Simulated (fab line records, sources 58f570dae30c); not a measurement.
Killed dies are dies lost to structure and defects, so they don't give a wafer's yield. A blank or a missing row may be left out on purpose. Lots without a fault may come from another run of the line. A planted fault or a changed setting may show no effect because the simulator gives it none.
Problem report in the 8D (eight disciplines) form, filled by code | flow berkeley_cmos170 | the parts of the form that need people (team, actions taken, sign-off) are left out

1. THE PROBLEM
cd_nm at UCB170_M1_CD_MEAS_90 reads a mean of 682.1 nm on 5 wafers of 2 lots; wafers without a fault read 700.1 nm with a standard deviation of 2.7. That is -6.7 standard deviations from the usual mean.
The step: target cd 700 nm.
First seen on wafer L454.4, day 10 20:04, on cd_sem-02. The record holds 42 wafers of 14 lots with a number at this step. Rule for "out", or "out of limits": more than 4 standard deviations from the usual mean. The other wafers with a number count as sound.

2. WHAT IT IS AND WHAT IT IS NOT
question                    | is                                     | is not
which readings at this step | cd_nm                                  | -
which lots                  | L454, L459                             | L448, L449, L450, L451, L453, L456, L463, L464, L465, L467, L469, L470
which wafers of those lots  | L454.4, L454.5, L459.2, L459.3, L459.6 | L454.2
read on which gauges        | cd_sem-02                              | cd_sem-01
when                        | from day 10 20:04                      | up to then (19 sound wafers); but 18 sound wafers of L463, L464, L465, L467, L469, L470 came after

3. SUSPECTS, AND WHAT RULES EACH OUT
Counting: a tool at a process step up to the reading stays a suspect if it ran every lot that is out. Sound lots after the first of them don't rule it out here, since some wafers of a struck lot are sound.
- the gauge at UCB170_M1_CD_MEAS_90: ruled out. All the wafers that are out were read on cd_sem-02, but those of them that UCB170_M1_STRIP_13 has rows for are out there too, on other tools.
- rie_metal-02 at UCB170_M1_METAL_ETCH_12 (etches Al in Cl2/BCl3, stops on PSG, target depth 780 nm, time 130 s): kept. It ran every lot that is out, first L454 (day 10 19:49); its last sound lot up to then is L451 (day 9 23:49).
- Within rie_metal-02 at UCB170_M1_METAL_ETCH_12: the wafers that are out ran in chamber 0; their sound lot-mates ran in chamber 1.
Left after counting: rie_metal-02 at UCB170_M1_METAL_ETCH_12.

4. THE CAUSE (what the simulator had put in)
Process parameter drift: rie_metal-02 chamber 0, from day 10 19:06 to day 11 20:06, at UCB170_M1_METAL_ETCH_12. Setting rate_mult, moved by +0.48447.
Counting left only this tool.

5. THE CHAIN OF EFFECTS, in route order
Each row: a reading whose mean over the struck wafers that have a number lies more than 3 standard deviations from the usual. Only readings for which the record gives a usual standard deviation are gone through. hours: the time from each lot's start at the first step in this table that gives one to its start at this step, as a median over the lots. sigmas: the change in usual standard deviations.
hours | step                 | reading        | usual      | on struck wafers | change | sigmas
0     | UCB170_M1_STRIP_13   | oes_product_au | 0.720 a.u. | 0.559            | -0.161 | -36
0     | UCB170_M1_CD_MEAS_90 | cd_nm          | 700.1 nm   | 682.1            | -18.0  | -6.7
The process steps in it:
- UCB170_M1_STRIP_13: strips in O2.

6. WHAT WOULD HAVE CAUGHT IT SOONER
In this record the first reading out of limits at a measuring or inspecting step was taken at day 10 20:04, 1 hour after the fault began at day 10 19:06.
Of the tool readings at UCB170_M1_METAL_ETCH_12 for which the record gives a usual standard deviation, none was out on any struck wafer, so an alarm limit of 4 standard deviations on them would not have fired.
Of the lots that are out (2), L459 began UCB170_M1_METAL_ETCH_12 on rie_metal-02 after day 10 20:04. A hold on the tool at that time would have spared it.
